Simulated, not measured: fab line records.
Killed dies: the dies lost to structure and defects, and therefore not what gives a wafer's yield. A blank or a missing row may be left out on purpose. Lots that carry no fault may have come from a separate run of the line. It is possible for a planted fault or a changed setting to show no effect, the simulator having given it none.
fab line records + flow rit-cmos
record:
- lots: 5
- wafers: 15
- last-day: 5
route steps=202 shown NWELL@37 PWELL@39 WELLDRIVE@50
lots that met no fault: taken from a fault-free run of the same line
start-h: hours from the record's first day to the start of the lot's first wafer shown + wait-h: how many hours have passed since the lot's step before this one + " as in the row above + L1.1+2: a row that stands for several wafers + - no value, or no start given + * or withheld: withheld + < > ~ a bound
route shown NAME@n: names a module that has steps shown in the file, with the first one's number in the route + usual: mean and standard deviation over wafers with no fault + same: alike in all rows + chamber/n: place in a boat + sites: each site's reading + _std_site: the standard deviation of these + _edge_site: the outer-site mean with the inner-site mean subtracted + radius-mm: how far each site lies from the wafer's centre + mask NAME#n: copy n + behind: the last tool/chamber to shape the wafer + hold: reason for holding the lot/hours on hold/outcome of the hold + device: which transistor (n, p or np) failed to switch + end of line: the same wafers' tests at the end of the route + a step without rows: its recipe alone + killed: dies that structure and defects cost at the first sort, which is not the same as the wafer's yield + map: the dies of a wafer, with x for killed, . for not killed, _ for no die there
set.NAME: the run value of the setting; set.NAME@STEP: its run value at that earlier step + model.NAME: the simulator's own value behind a step, which no gauge read
a table for each step, a row for each wafer; lots at some steps of the route
services: when a tool's chamber went out of use (start-h, in hours from the record's first day, below 0 if earlier), for how many hours, and the reason
== steps ==
step: RIT_NWELL_STRIP_09
recipe:
- chemistry: O2
- time-s: 180
- resist: NOVOLAK
- platen-temp-c: withheld
- power-w: 500
- pressure-mtorr: 4000
- o2-flow-sccm: 4000
usual:
- drypump-motor-current-A: 5.8/0.44
same:
- time-s: 180
| lot.wafer | tool            | chamber | start-h | wait-h | drypump-motor-current-A | rf-hours-counter-h |
|-----------|-----------------|---------|---------|--------|-------------------------|--------------------|
| L076.3    | plasma-asher-04 | 1       | 30.64   | 0.1    | 5.2                     | -                  |
| L076.5    | "               | 0       | "       | "      | 6.3                     | -                  |
| L076.6    | "               | 1       | "       | "      | 5.2                     | -                  |
| L078.2    | plasma-asher-01 | 1       | 42.09   | 0.1    | 5.9                     | 42                 |
| L078.4    | "               | 0       | "       | "      | 5.8                     | -                  |
| L078.5    | "               | 1       | "       | "      | 5.9                     | -                  |
| L082.3    | plasma-asher-02 | 1       | 62.15   | 0.1    | 6.2                     | -                  |
| L082.5    | "               | 1       | "       | "      | 6.1                     | -                  |
| L082.6    | "               | 0       | "       | "      | 5.4                     | -                  |
| L086.2    | plasma-asher-02 | 0       | 81.28   | 0.1    | 5.4                     | 45                 |
| L086.3    | "               | 1       | "       | "      | 6.1                     | -                  |
| L086.4    | "               | 0       | "       | "      | 5.4                     | -                  |
| L087.1    | plasma-asher-04 | 1       | 85.66   | 0.1    | 5.2                     | 28                 |
| L087.2    | "               | 0       | "       | "      | 6.3                     | 28                 |
| L087.6    | "               | 0       | "       | "      | 6.3                     | -                  |
step: RIT_NWELL_TW_MEAS_10
usual:
- NWELL_TW: 2140/26
| lot.wafer | tool          | chamber | start-h | wait-h | NWELL_TW |
|-----------|---------------|---------|---------|--------|----------|
| L076.3    | film-metro-02 | -       | 30.78   | 0.1    | 2181     |
| L076.5    | "             | -       | "       | "      | 2190     |
| L076.6    | "             | -       | "       | "      | 2180     |
| L078.2    | film-metro-04 | -       | 42.28   | 0.1    | 2119     |
| L078.4    | "             | -       | "       | "      | 2123     |
| L078.5    | "             | -       | "       | "      | 2130     |
| L082.3    | film-metro-04 | -       | 62.29   | 0.1    | 2111     |
| L082.5    | "             | -       | "       | "      | 2106     |
| L082.6    | "             | -       | "       | "      | 2135     |
| L086.2    | film-metro-04 | -       | 81.46   | 0.1    | 2113     |
| L086.3    | "             | -       | "       | "      | 2111     |
| L086.4    | "             | -       | "       | "      | 2118     |
| L087.1    | film-metro-04 | -       | 85.84   | 0.1    | 2126     |
| L087.2    | "             | -       | "       | "      | 2116     |
| L087.6    | "             | -       | "       | "      | 2114     |
step: RIT_PWELL_HMDS_00
recipe:
- prime-time-s: 60
- prime-temp-c: 140
same:
- prime-time-s: 60
| lot.wafer  | tool           | chamber | start-h | wait-h |
|------------|----------------|---------|---------|--------|
| L076.3+5+6 | litho-track-03 | 0       | 30.87   | 0.1    |
| L078.2+4+5 | litho-track-02 | 0       | 42.35   | 0.1    |
| L082.3+5+6 | litho-track-02 | 0       | 62.38   | 0.1    |
| L086.2+3+4 | litho-track-01 | 0       | 81.54   | 0.1    |
| L087.1+2+6 | litho-track-02 | 0       | 85.90   | 0.1    |
step: RIT_PWELL_COAT_01
recipe:
- resist: NOVOLAK
- spin-rpm: 2000
- resist-thk-nm: 1300
| lot.wafer  | tool           | chamber | start-h | wait-h |
|------------|----------------|---------|---------|--------|
| L076.3+5+6 | litho-track-03 | 0       | 31.02   | 0.1    |
| L078.2+4+5 | litho-track-02 | 0       | 42.50   | 0.1    |
| L082.3+5+6 | litho-track-02 | 0       | 62.53   | 0.1    |
| L086.2+3+4 | litho-track-01 | 0       | 81.69   | 0.1    |
| L087.1+2+6 | litho-track-02 | 0       | 86.05   | 0.1    |
step: RIT_PWELL_SOFTBAKE_02
recipe:
- resist: NOVOLAK
- temp-c: 90
- time-s: 60
same:
- time-s: 60
| lot.wafer  | tool           | chamber | start-h | wait-h |
|------------|----------------|---------|---------|--------|
| L076.3+5+6 | litho-track-03 | 0       | 31.17   | 0.1    |
| L078.2+4+5 | litho-track-02 | 0       | 42.65   | 0.1    |
| L082.3+5+6 | litho-track-02 | 0       | 62.68   | 0.1    |
| L086.2+3+4 | litho-track-01 | 0       | 81.84   | 0.1    |
| L087.1+2+6 | litho-track-02 | 0       | 86.20   | 0.1    |
step: RIT_PWELL_EXPOSE_03
recipe:
- mask-id: M3
- na: 0.57
- target-cd-nm: 43700
- dose-mj: 250
usual:
- reticle-temp-C: 23.01/0.11
| lot.wafer | tool             | chamber | start-h | wait-h | mask | reticle-temp-C |
|-----------|------------------|---------|---------|--------|------|----------------|
| L076.3    | iline-stepper-01 | 0       | 31.31   | 0.1    | M3#0 | 22.93          |
| L076.5    | "                | 0       | "       | "      | M3#0 | 22.91          |
| L076.6    | "                | 0       | "       | "      | M3#0 | 22.87          |
| L078.2    | iline-stepper-01 | 0       | 42.92   | 0.2    | M3#0 | 23.02          |
| L078.4    | "                | 0       | "       | "      | M3#0 | 23.05          |
| L078.5    | "                | 0       | "       | "      | M3#0 | 23.15          |
| L082.3    | iline-stepper-02 | 0       | 62.82   | 0.1    | M3#0 | 23.02          |
| L082.5    | "                | 0       | "       | "      | M3#0 | 23.01          |
| L082.6    | "                | 0       | "       | "      | M3#0 | 22.87          |
| L086.2    | iline-stepper-01 | 0       | 82.11   | 0.2    | M3#0 | 23.02          |
| L086.3    | "                | 0       | "       | "      | M3#0 | 22.99          |
| L086.4    | "                | 0       | "       | "      | M3#0 | 22.98          |
| L087.1    | iline-stepper-02 | 0       | 86.47   | 0.2    | M3#0 | 22.88          |
| L087.2    | "                | 0       | "       | "      | M3#0 | 22.94          |
| L087.6    | "                | 0       | "       | "      | M3#0 | 22.78          |
step: RIT_PWELL_PEB_04
recipe:
- resist: NOVOLAK
- temp-c: withheld
- time-s: withheld
| lot.wafer  | tool           | chamber | start-h | wait-h |
|------------|----------------|---------|---------|--------|
| L076.3+5+6 | litho-track-01 | 0       | 31.48   | 0.2    |
| L078.2+4+5 | litho-track-03 | 0       | 43.05   | 0.1    |
| L082.3+5+6 | litho-track-02 | 0       | 62.95   | 0.1    |
| L086.2+3+4 | litho-track-01 | 0       | 82.23   | 0.1    |
| L087.1+2+6 | litho-track-01 | 0       | 86.69   | 0.2    |
step: RIT_PWELL_DEVELOP_05
recipe:
- resist: NOVOLAK
- develop-time-s: 68
- dev-temp-c: 23
| lot.wafer  | tool           | chamber | start-h | wait-h |
|------------|----------------|---------|---------|--------|
| L076.3+5+6 | litho-track-01 | 0       | -       | -      |
| L078.2+4+5 | litho-track-03 | 0       | -       | -      |
| L082.3+5+6 | litho-track-02 | 0       | -       | -      |
| L086.2+3+4 | litho-track-01 | 0       | -       | -      |
| L087.1+2+6 | litho-track-01 | 0       | -       | -      |
step: RIT_PWELL_OVL_MEAS_06
usual:
- PWELL_OVL: -0.6/1.2
| lot.wafer | tool       | chamber | start-h | wait-h | PWELL_OVL[nm] |
|-----------|------------|---------|---------|--------|---------------|
| L076.3    | overlay-02 | -       | 31.76   | -      | -1.6          |
| L076.5    | "          | -       | "       | "      | -0.9          |
| L076.6    | "          | -       | "       | "      | -3.5          |
| L078.2    | overlay-01 | -       | 43.34   | -      | -0.8          |
| L078.4    | "          | -       | "       | "      | -0.6          |
| L078.5    | "          | -       | "       | "      | -1.1          |
| L082.3    | overlay-01 | -       | 63.22   | -      | 0.9           |
| L082.5    | "          | -       | "       | "      | 0.6           |
| L082.6    | "          | -       | "       | "      | -0.1          |
| L086.2    | overlay-01 | -       | 82.52   | -      | 0.2           |
| L086.3    | "          | -       | "       | "      | 0.8           |
| L086.4    | "          | -       | "       | "      | -2.2          |
| L087.1    | overlay-02 | -       | 87.01   | -      | -1.2          |
| L087.2    | "          | -       | "       | "      | -0.2          |
| L087.6    | "          | -       | "       | "      | 0.2           |
step: RIT_PWELL_HARDBAKE_07
recipe:
- resist: NOVOLAK
- temp-c: 140
- time-s: 120
same:
- time-s: 120
| lot.wafer  | tool           | chamber | start-h | wait-h |
|------------|----------------|---------|---------|--------|
| L076.3+5+6 | litho-track-01 | 0       | 31.87   | 0.1    |
| L078.2+4+5 | litho-track-02 | 0       | 43.41   | 0.1    |
| L082.3+5+6 | litho-track-03 | 0       | 63.33   | 0.1    |
| L086.2+3+4 | litho-track-02 | 0       | 82.59   | 0.1    |
| L087.1+2+6 | litho-track-02 | 0       | 87.04   | 0.0    |
step: RIT_PWELL_IMPLANT_08
recipe:
- species: B
- energy-kev: 170
- dose-cm2: 7e+13
- tilt-deg: 7
| lot.wafer  | tool         | chamber | start-h | wait-h |
|------------|--------------|---------|---------|--------|
| L076.3+5+6 | implanter-02 | 0       | 32.08   | 0.2    |
| L078.2+4+5 | implanter-01 | 0       | 43.64   | 0.2    |
| L082.3+5+6 | implanter-04 | 0       | 63.55   | 0.2    |
| L086.2+3+4 | implanter-02 | 0       | 82.83   | 0.2    |
| L087.1+2+6 | implanter-02 | 0       | 87.29   | 0.2    |
step: RIT_PWELL_STRIP_09
recipe:
- chemistry: O2
- time-s: 180
- resist: NOVOLAK
- platen-temp-c: withheld
- power-w: 500
- pressure-mtorr: 4000
- o2-flow-sccm: 4000
usual:
- drypump-motor-current-A: 5.90/0.25
same:
- time-s: 180
| lot.wafer | tool            | chamber | start-h | wait-h | drypump-motor-current-A | rf-hours-counter-h |
|-----------|-----------------|---------|---------|--------|-------------------------|--------------------|
| L076.3    | plasma-asher-02 | 1       | 32.24   | 0.1    | 6.13                    | -                  |
| L076.5    | "               | 0       | "       | "      | 5.44                    | -                  |
| L076.6    | "               | 1       | "       | "      | 6.16                    | -                  |
| L078.2    | plasma-asher-01 | 1       | 43.77   | 0.1    | 5.91                    | 42                 |
| L078.4    | "               | 1       | "       | "      | 5.91                    | -                  |
| L078.5    | "               | 0       | "       | "      | 5.83                    | -                  |
| L082.3    | plasma-asher-03 | 1       | 63.70   | 0.1    | 5.97                    | -                  |
| L082.5    | "               | 0       | "       | "      | 6.15                    | -                  |
| L082.6    | "               | 1       | "       | "      | 5.99                    | -                  |
| L086.2    | plasma-asher-01 | 1       | 82.95   | 0.1    | 5.90                    | 47                 |
| L086.3    | "               | 0       | "       | "      | 5.80                    | -                  |
| L086.4    | "               | 1       | "       | "      | 5.89                    | -                  |
| L087.1    | plasma-asher-02 | 1       | 87.44   | 0.1    | 6.12                    | 45                 |
| L087.2    | "               | 0       | "       | "      | 5.42                    | 45                 |
| L087.6    | "               | 1       | "       | "      | 6.11                    | -                  |
step: RIT_PWELL_TW_MEAS_10
usual:
- PWELL_TW: 951/10
| lot.wafer | tool          | chamber | start-h | wait-h | PWELL_TW |
|-----------|---------------|---------|---------|--------|----------|
| L076.3    | film-metro-03 | -       | 32.38   | 0.1    | 948      |
| L076.5    | "             | -       | "       | "      | 947      |
| L076.6    | "             | -       | "       | "      | 950      |
| L078.2    | film-metro-03 | -       | 43.95   | 0.1    | 947      |
| L078.4    | "             | -       | "       | "      | 951      |
| L078.5    | "             | -       | "       | "      | 953      |
| L082.3    | film-metro-03 | -       | 63.84   | 0.1    | 958      |
| L082.5    | "             | -       | "       | "      | 953      |
| L082.6    | "             | -       | "       | "      | 954      |
| L086.2    | film-metro-02 | -       | 83.14   | 0.1    | 965      |
| L086.3    | "             | -       | "       | "      | 967      |
| L086.4    | "             | -       | "       | "      | 958      |
| L087.1    | film-metro-02 | -       | 87.62   | 0.1    | 964      |
| L087.2    | "             | -       | "       | "      | 958      |
| L087.6    | "             | -       | "       | "      | 963      |
step: RIT_WELLDRIVE_ANNEAL_00
recipe:
- temp-c: 1100
- time-s: 14700
- ambient: N2
usual:
- tube_center_temp_C_max: 1102.8/0.47
same:
- time-s: 14700
| lot.wafer | tool       | chamber | start-h | wait-h | tube_center_temp_C_max |
|-----------|------------|---------|---------|--------|------------------------|
| L076.3    | furnace-03 | 0       | 32.42   | 0.0    | 1102.7                 |
| L076.5    | "          | 0       | "       | "      | 1103.2                 |
| L076.6    | "          | 0       | "       | "      | 1102.5                 |
| L078.2    | furnace-01 | 0       | 44.00   | 0.0    | 1102.7                 |
| L078.4    | "          | 0       | "       | "      | 1102.8                 |
| L078.5    | "          | 0       | "       | "      | 1102.7                 |
| L082.3    | furnace-02 | 0       | 63.88   | 0.0    | 1102.6                 |
| L082.5    | "          | 0       | "       | "      | 1103.6                 |
| L082.6    | "          | 0       | "       | "      | 1103.3                 |
| L086.2    | furnace-02 | 0       | 83.21   | 0.1    | 1104.1                 |
| L086.3    | "          | 0       | "       | "      | 1102.8                 |
| L086.4    | "          | 0       | "       | "      | 1102.3                 |
| L087.1    | furnace-03 | 0       | 87.68   | 0.1    | 1102.6                 |
| L087.2    | "          | 0       | "       | "      | 1102.5                 |
| L087.6    | "          | 0       | "       | "      | 1103.0                 |
step: RIT_WELLDRIVE_RS_MEAS_01
recipe:
- thk-meas-gauge: four-point-probe
usual:
- NWELL_RS: 275.4/0.7
| lot.wafer | tool          | chamber | start-h | wait-h | NWELL_RS[ohm/sq] |
|-----------|---------------|---------|---------|--------|------------------|
| L076.3    | film-metro-02 | -       | 37.54   | 0.0    | 275.8            |
| L076.5    | "             | -       | "       | "      | 274.3            |
| L076.6    | "             | -       | "       | "      | 275.9            |
| L078.2    | film-metro-04 | -       | 49.11   | 0.0    | 275.7            |
| L078.4    | "             | -       | "       | "      | 275.2            |
| L078.5    | "             | -       | "       | "      | 276.1            |
| L082.3    | film-metro-03 | -       | 69.00   | 0.0    | 275.6            |
| L082.5    | "             | -       | "       | "      | 276.5            |
| L082.6    | "             | -       | "       | "      | 275.4            |
| L086.2    | film-metro-03 | -       | 88.31   | 0.0    | 275.8            |
| L086.3    | "             | -       | "       | "      | 275.5            |
| L086.4    | "             | -       | "       | "      | 276.0            |
| L087.1    | film-metro-04 | -       | 92.76   | 0.0    | 274.1            |
| L087.2    | "             | -       | "       | "      | 274.6            |
| L087.6    | "             | -       | "       | "      | 275.2            |
step: RIT_WELLDRIVE_RS_MEAS_02
recipe:
- thk-meas-gauge: four-point-probe
usual:
- PWELL_RS: 429.7/1.2
| lot.wafer | tool          | chamber | start-h | wait-h | PWELL_RS[ohm/sq] |
|-----------|---------------|---------|---------|--------|------------------|
| L076.3    | film-metro-02 | -       | 37.66   | 0.1    | 428.4            |
| L076.5    | "             | -       | "       | "      | 430.2            |
| L076.6    | "             | -       | "       | "      | 430.5            |
| L078.2    | film-metro-04 | -       | 49.23   | 0.1    | 429.0            |
| L078.4    | "             | -       | "       | "      | 427.8            |
| L078.5    | "             | -       | "       | "      | 429.6            |
| L082.3    | film-metro-03 | -       | 69.12   | 0.1    | 428.1            |
| L082.5    | "             | -       | "       | "      | 427.9            |
| L082.6    | "             | -       | "       | "      | 427.8            |
| L086.2    | film-metro-03 | -       | 88.43   | 0.1    | 428.9            |
| L086.3    | "             | -       | "       | "      | 429.2            |
| L086.4    | "             | -       | "       | "      | 429.8            |
| L087.1    | film-metro-04 | -       | 92.88   | 0.1    | 430.3            |
| L087.2    | "             | -       | "       | "      | 430.2            |
| L087.6    | "             | -       | "       | "      | 429.4            |
== services ==
| tool             | chamber | start-h | hours | kind        |
|------------------|---------|---------|-------|-------------|
| plasma-asher-03  | -       | 10.82   | 4.0   | repair      |
| plasma-asher-01  | -       | 27.67   | 0.6   | repair      |
| furnace-03       | -       | 37.50   | 3.6   | pm          |
| implanter-01     | -       | 38.43   | 2.3   | pm          |
| furnace-02       | -       | 43.84   | 3.9   | pm          |
| iline-stepper-02 | 0       | 48.20   | -     | calibration |
| iline-stepper-02 | -       | 49.12   | 1.7   | pm          |
== key ==
fault none
